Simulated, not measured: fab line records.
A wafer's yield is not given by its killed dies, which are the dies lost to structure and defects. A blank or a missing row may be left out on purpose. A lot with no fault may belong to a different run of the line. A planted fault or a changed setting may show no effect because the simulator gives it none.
2 desks, one fault    flow rit-cmos    each desk has only its own numbers; what lay behind them comes last

## FROM THE METROLOGY DESK
Lot by lot, what the gauges showed, no matter which tool ran the lot: averages of those sampled wafers that carry a number. A lot is out of limits, marked OUT, if its mean lies more than 4 standard deviations from the usual mean; the brackets give that distance.
Columns: A = FOX2_OXIDE_THK at RIT_FOX2_THK_MEAS_01, usual 350 nm; B = FIELD_OXIDE_LEFT_1_THK at RIT_FOX2_THK_MEAS_90, usual 324 nm; C = FIELD_OXIDE_LEFT_2_THK at RIT_FOX2_THK_MEAS_91, usual 255 nm
lot   first seen here  A              B              C
L742  day 1 18:23      335            308            240
L743  day 2 00:37      336            309            242
L744  day 2 05:10      351            325            258
L746  day 2 17:01      356            330            261
L747  day 2 22:23      359            333            265
L748  day 3 01:46      350            324            256
L749  day 3 07:14      355            328            260
L750  day 3 10:57      345            319            251
L758  day 5 03:53      426 (+11) OUT  399 (+11) OUT  330 (+11) OUT
L759  day 5 07:26      427 (+11) OUT  400 (+11) OUT  331 (+11) OUT
L762  day 5 22:20      350            323            254
L763  day 6 03:31      349            323            255
L764  day 6 09:32      346            319            251
L765  day 6 15:35      348            321            252
Per this desk, out of limits: L758, L759; the first was L758, day 5 03:53 (FOX2_OXIDE_THK at RIT_FOX2_THK_MEAS_01). L742, L743, L744, L746, L747, L748, L749, L750, L762, L763, L764, L765 stayed within limits.

## THE TOOL OWNER'S DESK: furnace-01
The tool's own readings at RIT_FOX2_OXIDATION_00 (target thk 350.7 nm, ox time 1130 s): means of the sampled wafers that have a number, for each lot that ran on this tool. A lot is out of limits, marked OUT, if its mean lies more than 4 standard deviations from the usual mean; the brackets give that distance.
Columns: A = spike-tc-centre-C at RIT_FOX2_OXIDATION_00, usual 1103.0 C; B = spike-tc-load-C at RIT_FOX2_OXIDATION_00, usual 1126.8 C; C = spike-tc-source-C at RIT_FOX2_OXIDATION_00, usual 1126.4 C; D = tube-center-temp-C at RIT_FOX2_OXIDATION_00, usual 1100 C; E = tube_center_temp_C_max at RIT_FOX2_OXIDATION_00, usual 1102.9
lot   first seen here  A                 B                 C                 D                       E
L742  day 1 17:03      1104.2            1127.6            1126.6            1100                    1102.8
L744  day 2 03:50      1105.8            1126.8            1127.8            1100                    1102.3
L746  day 2 15:42      1105.1            1126.2            1127.7            1100                    1102.7
L747  day 2 21:04      1105.1            1127.9            1125.9            1100                    1102.6
L749  day 3 05:55      1105.2            1127.4            1127.1            1100                    1102.6
L758  day 5 02:34      1155.1 (+31) OUT  1178.3 (+47) OUT  1178.2 (+40) OUT  1151 (+99 or more) OUT  1154.0 (+99 or more) OUT
L759  day 5 06:07      1154.4 (+30) OUT  1178.5 (+47) OUT  1177.4 (+39) OUT  1151 (+99 or more) OUT  1153.3 (+99 or more) OUT
This desk's verdict: out of limits on L758, L759, starting with L758 at day 5 02:34 (spike-tc-centre-C at RIT_FOX2_OXIDATION_00). L742, L744, L746, L747, L749 stayed within limits.

## BROUGHT TOGETHER
An alarm could have come from the tool owner's desk at day 5 02:34, on L758, L759.
The metrology desk could have raised an alarm at day 5 03:53, on L758, L759.
On furnace-01, each named lot ran RIT_FOX2_OXIDATION_00.

## WHAT WAS PUT IN BY THE SIMULATOR
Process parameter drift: furnace-01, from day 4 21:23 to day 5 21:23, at RIT_FOX2_OXIDATION_00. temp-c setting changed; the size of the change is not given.
Lots struck among those shown: L758, L759.
Hours from the fault's start to each desk's first reading out of limits: the tool owner's desk, 5; the metrology desk, 6.
